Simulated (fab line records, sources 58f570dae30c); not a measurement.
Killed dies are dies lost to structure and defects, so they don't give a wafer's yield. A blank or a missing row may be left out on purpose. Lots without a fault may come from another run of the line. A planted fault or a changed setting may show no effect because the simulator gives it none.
Which tool did it? | flow berkeley_cmos170 | 8 lots, 24 wafers sampled, at 2 steps of a route of 331

WHAT THE GAUGES READ, wafer by wafer
UCB170_SCREENOX_THK_MEAS_02.
lot  | measured     | on            | SCREENOX_OXIDE_THK (nm)
L811 | day 7 12:35  | film_metro-03 | 14.47 14.49 14.49
L821 | day 9 06:07  | film_metro-01 | 6.36 6.34 6.45
L818 | day 9 06:04  | film_metro-01 | 6.06 6.46 6.24
L822 | day 9 16:59  | film_metro-03 | 14.24 14.33 14.24
L824 | day 9 16:56  | film_metro-04 | 15.00 14.81 15.15
L828 | day 10 06:02 | film_metro-01 | 14.32 14.27 14.30
L831 | day 10 22:37 | film_metro-04 | 14.47 14.57 14.60
L833 | day 11 11:05 | film_metro-01 | 14.94 14.84 14.70

WHICH TOOL RAN EACH LOT (tool, then ch and the chambers of the sampled wafers, then the start)
lot  | UCB170_SCREENOX_OXIDATION_01
L811 | furnace-04 ch 0, day 7 10:51
L821 | furnace-04 ch 0, day 9 04:23
L818 | furnace-04 ch 0, day 9 04:23
L822 | furnace-01 ch 0, day 9 15:16
L824 | furnace-01 ch 0, day 9 15:16
L828 | furnace-02 ch 0, day 10 04:22
L831 | furnace-02 ch 0, day 10 20:56
L833 | furnace-01 ch 0, day 11 09:25
- UCB170_SCREENOX_OXIDATION_01: target thk 14.4 nm, ox time 2400 s.

THE ANSWER, worked out from the rows above alone
Rule: what is usual is taken from the lots themselves. Put in order of their means at a reading, lots are off if they are a third of the lots or fewer, leave a main group of 4 or more, and stand apart from it by a gap of 3 or more times the standard deviation of the main group's means; of several such gaps the widest counts. A main group whose means are all the same, to the digits that the tables above print for the reading, isn't used. A lot without any number at a reading at which 4 lots or more have one is off too. The other lots that the step has rows for count as sound.
Off: L821, L818, at UCB170_SCREENOX_THK_MEAS_02 (SCREENOX_OXIDE_THK). The main group: mean 14.57 nm, standard deviation 0.26.
A tool fits if, at a process step before that reading, it ran every lot that is off, and no sound lot after the first of them. The gauges at UCB170_SCREENOX_THK_MEAS_02 are tried like those tools. One fits: furnace-04 at UCB170_SCREENOX_OXIDATION_01. Its last sound lot is L811 (day 7 10:51), its first lot that is off L818 (day 9 04:23): a fault that began between those two fits.

WHAT THE SIMULATOR HAD PUT IN
Process parameter drift: furnace-04, from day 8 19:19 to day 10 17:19, at UCB170_SCREENOX_OXIDATION_01. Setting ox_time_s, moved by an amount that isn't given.
Lots struck among those shown: L818, L821. The rule above found the same.
